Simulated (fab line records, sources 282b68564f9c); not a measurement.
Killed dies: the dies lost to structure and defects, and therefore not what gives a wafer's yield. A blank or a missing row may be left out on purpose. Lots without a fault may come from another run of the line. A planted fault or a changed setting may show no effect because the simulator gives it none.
A lot that was struck, set against a sound lot :: flow rit cmos :: 17 steps out of a route of 202
Sound: the wafers L954.1, L954.2, L954.4. Wafers struck: L973.1, L973.2, L973.6. Last of all comes the cause.
At each step with rows: each side's tool, then ch and its chambers, then its first start. Under that, the readings that differ: sound wafers :: struck wafers :: difference of the means :: sigmas: that difference in standard deviations of wafers without a fault.
alike: readings with means less than 2 such deviations apart, plus words and numbers identical on both sides. not compared: withheld readings, readings lacking a value on some wafer, bounds such as >300 that could conceal the same value, and numbers that have no deviation in the record and whose values overlap.
Wherever a step has rows on one side only, a row that says differs or no value, or a row with sigmas, the two part there. When numbers do not overlap yet have no deviation, they are printed without sigmas and do not part them. Lack of a reading on every wafer of one side parts them only where that side has two or more wafers.

first, 1 step without rows for these wafers: RIT_PSD_IMPLANT_08.
RIT_PSD_STRIP_09: strips in O2, time 180 s.
  sound on plasma asher-01 ch 0,1, day 3 17:56; struck on plasma asher-03 ch 0,1, day 7 15:01
  alike: drypump motor current A
  not compared: rf hours counter h
RIT_PSD_TW_MEAS_10:
  struck on film metro-03, day 7 15:11; sound on film metro-01, day 3 18:07
  alike: PSD_TW
then, 3 steps without rows for these wafers: RIT_SDANNEAL_CLEAN_00 (cleans in SC1, time 600 s); RIT_SDANNEAL_CLEAN_01 (cleans in dHF, time 30 s); RIT_SDANNEAL_CLEAN_02 (cleans in SC2, time 600 s).
RIT_SDANNEAL_RTA_03: time 5 s.
  sound on rtp anneal-02 ch 0, day 3 18:32; struck on rtp anneal-02 ch 0, day 7 15:38
  alike: wafer_temp_C_max
RIT_SDANNEAL_RS_MEAS_04: the measuring method here is four-point-probe.
  struck on film metro-01, day 7 15:41; sound on film metro-01, day 3 18:35
  alike: PSD_RS
RIT_SDANNEAL_RS_MEAS_05: the measuring method here is four-point-probe.
  struck on film metro-01, day 7 15:49; sound on film metro-01, day 3 18:43
  alike: NSD_RS
RIT_SDANNEAL_RS_MEAS_06: the measuring method here is four-point-probe.
  struck on film metro-01, day 7 15:56; sound on film metro-01, day 3 18:50
  alike: PLDD_RS
RIT_SDANNEAL_RS_MEAS_07: the measuring method here is four-point-probe.
  struck on film metro-01, day 7 16:03; sound on film metro-01, day 3 18:57
  alike: NLDD_RS
then, 1 step without rows for these wafers: RIT_SILICIDE_WET_ETCH_00 (etches SiO2 in BOE, target depth 14 nm, time 15 s).
RIT_SILICIDE_SPUTTER_01: material Ti, target thk 30 nm, time 240 s.
  struck on pvd sputter-02, day 7 16:31; sound on pvd sputter-03, day 3 19:05
  alike: substrate temp c, throttle valve pct
RIT_SILICIDE_RS_MEAS_02: the measuring method here is four-point-probe.
  struck on film metro-03, day 7 16:41; sound on film metro-02, day 3 19:14
reading: SILICIDE_TI_RS (ohm/sq)
sound: 49.2 48.5 49.3
struck: 20.3 20.7 20.5
difference: -28.5
sigmas: -40
RIT_SILICIDE_THK_MEAS_03: measures by xrf.
  struck on film metro-03, day 7 16:49; sound on film metro-02, day 3 19:22
reading: SILICIDE_TI_THK (nm)
sound: 29.5 29.8 29.3
struck: 61.0 59.6 60.4
difference: +30.8
sigmas: +83
RIT_SILICIDE_RTA_04: time 10 s, ramp up 5 s, ramp down 5 s.
  sound on rtp anneal-01 ch 0, day 3 19:25; struck on rtp anneal-01 ch 0, day 7 16:52
  alike: wafer_temp_C_max
RIT_M1_PROBE_99:
  struck on prober-01, day 8 00:20; sound on prober-01, day 4 02:08
  alike: killed at front end, killed dies, killed open, killed short

## WHERE THEY PART
At RIT_SILICIDE_RS_MEAS_02 first; at RIT_SILICIDE_THK_MEAS_03 last (within this record only). Later steps at which nothing parts them and some readings are alike: RIT_SILICIDE_RTA_04, RIT_M1_PROBE_99.

WHY: whatever the simulator had introduced
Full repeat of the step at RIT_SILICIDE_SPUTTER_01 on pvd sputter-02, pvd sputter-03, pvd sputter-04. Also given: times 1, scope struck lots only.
